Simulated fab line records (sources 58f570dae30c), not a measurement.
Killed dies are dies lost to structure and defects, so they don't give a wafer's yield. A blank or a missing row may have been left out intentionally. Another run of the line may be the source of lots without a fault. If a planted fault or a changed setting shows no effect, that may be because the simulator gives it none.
Chamber matching -- flow berkeley-cmos170 -- rie-diel-02 running UCB170_SPACER_ETCHBACK_03: 4 sister chambers
The step etches SiO2 in CHF3/CF4/Ar, stops on Si, target depth 376 nm, time 100 s. 14 wafers are shown with their chamber, then 6 later ones without.

== WAFERS, EACH WITH ITS CHAMBER ==
wafer,chamber,throttle-valve-pct (%),oes-product-au (a.u.)
L554.3,0,6.44,0.914
L554.5,0,6.43,0.915
L554.6,3,6.66,0.928
L559.1,1,6.26,0.888
L559.3,3,6.66,0.926
L559.5,3,6.66,0.909
L564.3,3,6.67,0.922
L564.5,2,6.39,0.886
L564.6,3,6.65,0.944
L561.1,0,6.43,0.924
L561.4,2,6.38,0.924
L567.2,1,6.27,0.884
L567.3,0,6.42,0.907
L567.5,0,6.42,0.917

SIGNATURES (means of the wafers above)
reading,chamber 0,chamber 1,chamber 2,chamber 3,scatter within a chamber
throttle-valve-pct,6.4280,6.2650,6.3850,6.6600,0.00762
oes-product-au,0.91540,0.88600,0.90500,0.92580,0.0123
Rule: for each reading, subtract the chamber's mean from the wafer's reading, divide by that reading's scatter and square the result; add these up over the readings and take the root, which gives the wafer's distance from the chamber. The wafer belongs to the nearest chamber; if the next one is less than 2 further off, it can't be placed. The scatter is the square root of a quotient: the sum, over the shown wafers, of each reading's squared deviation from its chamber's mean, divided by wafers minus chambers.

== WAFERS MISSING THEIR CHAMBER ==
wafer,throttle-valve-pct (%),oes-product-au (a.u.)
L570.1,6.27,0.883
L570.3,6.39,0.895
L570.6,6.39,0.907
L574.3,6.37,0.885
L574.5,6.67,0.922
L574.6,6.42,0.918

== THE CHAMBER EACH PASSED THROUGH ==
wafer,from the rows above,in truth
L570.1,1,1
L570.3,2,2
L570.6,2,2
L574.3,2,2
L574.5,3,3
L574.6,0,0
Placed correctly: 6 of 6. Can't be placed from these rows: 0. 0 placed wrongly.
